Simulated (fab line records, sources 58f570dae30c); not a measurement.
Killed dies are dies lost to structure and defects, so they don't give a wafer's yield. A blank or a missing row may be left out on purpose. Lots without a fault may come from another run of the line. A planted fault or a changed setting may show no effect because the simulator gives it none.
Which tool did it? | flow berkeley_cmos170 | 14 lots, 42 wafers sampled, at 6 steps of a route of 331

WHAT THE GAUGES READ, wafer by wafer
UCB170_PLDD_TW_MEAS_11.
lot  | measured     | on            | PLDD_TW
L456 | day 7 13:22  | film_metro-02 | 991 997 995
L459 | day 9 00:41  | film_metro-03 | 957 965 954
L463 | day 9 18:32  | film_metro-01 | 990 999 998
L462 | day 9 18:50  | film_metro-03 | 960 960 959
L466 | day 10 13:15 | film_metro-01 | 1003 999 1003
L469 | day 11 08:52 | film_metro-03 | 999 999 998
L471 | day 11 22:13 | film_metro-01 | 1012 1004 1006
L472 | day 11 22:29 | film_metro-02 | 1007 1008 1007
L473 | day 12 14:06 | film_metro-02 | 1003 999 998
L475 | day 13 00:36 | film_metro-02 | 1008 1007 1013
L477 | day 13 12:49 | film_metro-02 | 1002 1006 1003
L476 | day 13 12:41 | film_metro-01 | 990 989 990
L478 | day 13 18:22 | film_metro-02 | 1007 1009 1009
L479 | day 13 18:05 | film_metro-01 | 991 989 988

UCB170_SDANNEAL_RS_MEAS_04: measures by four-point-probe.
lot  | measured     | on            | PLDD_RS (ohm/sq)
L456 | day 8 08:03  | film_metro-02 | 1034.7 1033.3 1034.0
L459 | day 9 20:47  | film_metro-01 | 1129.3 1128.1 1129.5
L463 | day 10 12:01 | film_metro-01 | 1033.0 1032.0 1033.5
L462 | day 10 12:31 | film_metro-02 | 1131.7 1132.1 1131.5
L466 | day 11 07:08 | film_metro-02 | 1029.6 1034.0 1026.1
L469 | day 12 08:35 | film_metro-03 | 1033.9 1033.8 1031.6
L471 | day 12 13:52 | film_metro-01 | 1027.9 1028.7 1031.4
L472 | day 12 14:32 | film_metro-02 | 1033.0 1031.4 1032.6
L473 | day 13 04:43 | film_metro-03 | 1031.3 1032.1 1030.9
L475 | day 13 15:20 | film_metro-02 | 1027.8 1028.4 1027.1
L477 | day 14 05:55 | film_metro-01 | 1032.5 1034.6 1029.7
L476 | day 14 05:53 | film_metro-03 | 1035.4 1035.9 1033.9
L478 | day 14 10:12 | film_metro-01 | 1030.5 1027.5 1028.2
L479 | day 14 06:22 | film_metro-03 | 1037.4 1036.5 1036.5

WHICH TOOL RAN EACH LOT (tool, then ch and the chambers of the sampled wafers, then the start)
lot  | UCB170_PWELL_ETCH_14              | UCB170_ACTIVE_ETCH_15              | UCB170_PLDD_IMPLANT_09          | UCB170_SPACER_ETCHBACK_03
L456 | rie_diel-02 ch 0,1,2, day 3 09:31 | rie_diel-04 ch 1,2,3, day 4 13:51  | implanter-04 ch 0, day 7 13:07  | rie_diel-04 ch 0,1,2, day 8 02:54
L459 | rie_diel-02 ch 0,2,3, day 4 02:23 | rie_diel-01 ch 1,2,3, day 5 12:06  | implanter-04 ch 0, day 9 00:26  | rie_diel-03 ch 0,2,3, day 9 11:28
L463 | rie_diel-03 ch 1,2,3, day 4 18:33 | rie_diel-02 ch 2,3, day 6 04:58    | implanter-02 ch 0, day 9 18:19  | rie_diel-03 ch 1,2, day 10 04:59
L462 | rie_diel-01 ch 0,2,3, day 4 18:49 | rie_diel-01 ch 0,1, day 6 05:14    | implanter-04 ch 0, day 9 18:38  | rie_diel-04 ch 0,1,2, day 10 05:01
L466 | rie_diel-01 ch 0,3, day 5 06:42   | rie_diel-01 ch 0,1,2, day 7 03:36  | implanter-02 ch 0, day 10 13:01 | rie_diel-02 ch 0,1,3, day 11 02:20
L469 | rie_diel-01 ch 0,1,3, day 6 01:06 | rie_diel-02 ch 0,1,3, day 8 00:22  | implanter-02 ch 0, day 11 08:37 | rie_diel-03 ch 0,3, day 11 23:29
L471 | rie_diel-02 ch 0,1,3, day 6 13:37 | rie_diel-04 ch 0,1,2, day 8 13:44  | implanter-02 ch 0, day 11 21:58 | rie_diel-04 ch 0,2,3, day 12 06:58
L472 | rie_diel-03 ch 0,2,3, day 6 13:41 | rie_diel-01 ch 0,1,3, day 8 13:12  | implanter-03 ch 0, day 11 22:14 | rie_diel-03 ch 0,3, day 12 06:58
L473 | rie_diel-01 ch 1,2, day 7 06:38   | rie_diel-02 ch 0,3, day 9 07:43    | implanter-04 ch 0, day 12 13:51 | rie_diel-04 ch 1,3, day 12 23:50
L475 | rie_diel-01 ch 0,1,2, day 7 22:29 | rie_diel-04 ch 0,1, day 9 19:20    | implanter-03 ch 0, day 13 00:21 | rie_diel-03 ch 0,2,3, day 13 09:01
L477 | rie_diel-01 ch 1,2,3, day 8 10:24 | rie_diel-01 ch 1,2, day 10 08:56   | implanter-04 ch 0, day 13 12:34 | rie_diel-02 ch 0,1,3, day 13 21:58
L476 | rie_diel-02 ch 0,1,2, day 8 10:31 | rie_diel-02 ch 0,1,2, day 10 08:25 | implanter-03 ch 0, day 13 12:26 | rie_diel-04 ch 0,1,3, day 13 21:58
L478 | rie_diel-02 ch 1,2, day 8 23:24   | rie_diel-01 ch 1,2,3, day 11 01:23 | implanter-04 ch 0, day 13 18:09 | rie_diel-03 ch 0,1, day 14 02:31
L479 | rie_diel-01 ch 1,2,3, day 8 23:41 | rie_diel-04 ch 1,2,3, day 11 01:08 | implanter-03 ch 0, day 13 17:50 | rie_diel-03 ch 0,1,2, day 13 21:58
- UCB170_PWELL_ETCH_14: etches Si3N4 in CH3F/Ar/O2, stops on SiO2, target depth 242 nm, time 151 s.
- UCB170_ACTIVE_ETCH_15: etches Si3N4 in CH3F/Ar/O2, stops on SiO2, target depth 242 nm, time 151 s.
- UCB170_PLDD_IMPLANT_09
- UCB170_SPACER_ETCHBACK_03: etches SiO2 in CHF3/CF4/Ar, stops on Si, target depth 376 nm, time 100 s.

WHAT THE TOOLS THEMSELVES READ (means of the sampled wafers that have a number; where no wafer has one, the mark that the record gives instead)
UCB170_PWELL_ETCH_14.
lot  | tool        | drypump_motor_current_A (A) | oes_product_au (a.u.) | throttle_valve_pct (%)
L456 | rie_diel-02 | 5.2                         | 0.948                 | 8.04
L459 | rie_diel-02 | 5.1                         | 0.927                 | 8.15
L463 | rie_diel-03 | 5.4                         | 0.952                 | 8.12
L462 | rie_diel-01 | 5.6                         | 0.955                 | 8.07
L466 | rie_diel-01 | 5.8                         | 0.946                 | 8.05
L469 | rie_diel-01 | 5.6                         | 0.948                 | 8.06
L471 | rie_diel-02 | 5.3                         | 0.944                 | 8.10
L472 | rie_diel-03 | 5.4                         | 0.957                 | 8.14
L473 | rie_diel-01 | 5.2                         | 0.944                 | 8.02
L475 | rie_diel-01 | 5.4                         | 0.945                 | 8.02
L477 | rie_diel-01 | 5.5                         | 0.949                 | 8.07
L476 | rie_diel-02 | 5.2                         | 0.954                 | 8.05
L478 | rie_diel-02 | 5.2                         | 0.955                 | 8.02
L479 | rie_diel-01 | 5.5                         | 0.950                 | 8.06

UCB170_ACTIVE_ETCH_15.
lot  | tool        | drypump_motor_current_A (A) | oes_product_au (a.u.) | throttle_valve_pct (%)
L456 | rie_diel-04 | 6.1                         | 0.936                 | 8.06
L459 | rie_diel-01 | 5.5                         | 0.945                 | 8.07
L463 | rie_diel-02 | 5.2                         | 0.922                 | 8.24
L462 | rie_diel-01 | 5.5                         | 0.940                 | 8.01
L466 | rie_diel-01 | 5.4                         | 0.947                 | 8.01
L469 | rie_diel-02 | 5.3                         | 0.938                 | 8.09
L471 | rie_diel-04 | 6.0                         | 0.948                 | 8.10
L472 | rie_diel-01 | 5.6                         | 0.939                 | 8.05
L473 | rie_diel-02 | 5.2                         | 0.937                 | 8.11
L475 | rie_diel-04 | 6.1                         | 0.930                 | 8.13
L477 | rie_diel-01 | 5.2                         | 0.951                 | 8.05
L476 | rie_diel-02 | 5.1                         | 0.948                 | 8.05
L478 | rie_diel-01 | 5.5                         | 0.951                 | 8.07
L479 | rie_diel-04 | 6.1                         | 0.928                 | 8.05

UCB170_PLDD_IMPLANT_09.
lot  | tool         | beam_on_s (s) | dose_ions_cm2 | faraday_current_uA
L456 | implanter-04 | 9.81          | 5.001e+13     | 162
L459 | implanter-04 | 10.20         | 3.900e+13     | 121
L463 | implanter-02 | 10.11         | 5.007e+13     | 157
L462 | implanter-04 | 10.04         | 3.903e+13     | 123
L466 | implanter-02 | 10.17         | 5.000e+13     | 156
L469 | implanter-02 | 10.00         | 5.000e+13     | 159
L471 | implanter-02 | 10.09         | 4.996e+13     | 157
L472 | implanter-03 | 9.92          | 5.006e+13     | 160
L473 | implanter-04 | 9.86          | 4.993e+13     | 160
L475 | implanter-03 | 10.16         | 4.997e+13     | 156
L477 | implanter-04 | 10.24         | 4.996e+13     | 155
L476 | implanter-03 | 9.86          | 4.993e+13     | 160
L478 | implanter-04 | 10.20         | 4.995e+13     | 155
L479 | implanter-03 | 10.07         | 5.003e+13     | 157

UCB170_SPACER_ETCHBACK_03.
lot  | tool        | drypump_motor_current_A (A) | oes_product_au (a.u.) | throttle_valve_pct (%)
L456 | rie_diel-04 | 6.0                         | 0.895                 | 6.52
L459 | rie_diel-03 | 5.4                         | 0.894                 | 6.53
L463 | rie_diel-03 | 5.7                         | 0.909                 | 6.50
L462 | rie_diel-04 | 5.9                         | 0.914                 | 6.52
L466 | rie_diel-02 | 5.3                         | 0.908                 | 6.50
L469 | rie_diel-03 | 5.7                         | 0.906                 | 6.49
L471 | rie_diel-04 | 6.1                         | 0.890                 | 6.49
L472 | rie_diel-03 | 5.4                         | 0.897                 | 6.49
L473 | rie_diel-04 | 6.2                         | 0.888                 | 6.52
L475 | rie_diel-03 | 5.4                         | 0.899                 | 6.54
L477 | rie_diel-02 | 5.3                         | 0.909                 | 6.50
L476 | rie_diel-04 | 6.2                         | 0.894                 | 6.51
L478 | rie_diel-03 | 6.1                         | 0.905                 | 6.47
L479 | rie_diel-03 | 5.8                         | 0.891                 | 6.52

THE ANSWER, worked out from the rows above alone
Rule: what is usual is taken from the lots themselves. Put in order of their means at a reading, lots are off if they are a third of the lots or fewer, leave a main group of 4 or more, and stand apart from it by a gap of 3 or more times the standard deviation of the main group's means; of several such gaps the widest counts. A main group whose means are all the same, to the digits that the tables above print for the reading, isn't used. A lot without any number at a reading at which 4 lots or more have one is off too. The other lots that the step has rows for count as sound. The gauges are gone through in route order, then the tools' own readings, and for those a lot's mean is taken as printed above. The first step at which some lot is off is used, and at that step the reading that is off furthest; a lot without a number counts as furthest.
Off: L459, L462, at UCB170_PLDD_TW_MEAS_11 (PLDD_TW). The main group: mean 1000, standard deviation 6.8.
A tool fits if, at a process step before that reading, it ran every lot that is off, and no sound lot after the first of them. The gauges at UCB170_PLDD_TW_MEAS_11 aren't tried: what is off there is off at UCB170_SDANNEAL_RS_MEAS_04 too, on other tools, and a gauge's error can't cause that. None of those tried fits.

WHAT THE SIMULATOR HAD PUT IN
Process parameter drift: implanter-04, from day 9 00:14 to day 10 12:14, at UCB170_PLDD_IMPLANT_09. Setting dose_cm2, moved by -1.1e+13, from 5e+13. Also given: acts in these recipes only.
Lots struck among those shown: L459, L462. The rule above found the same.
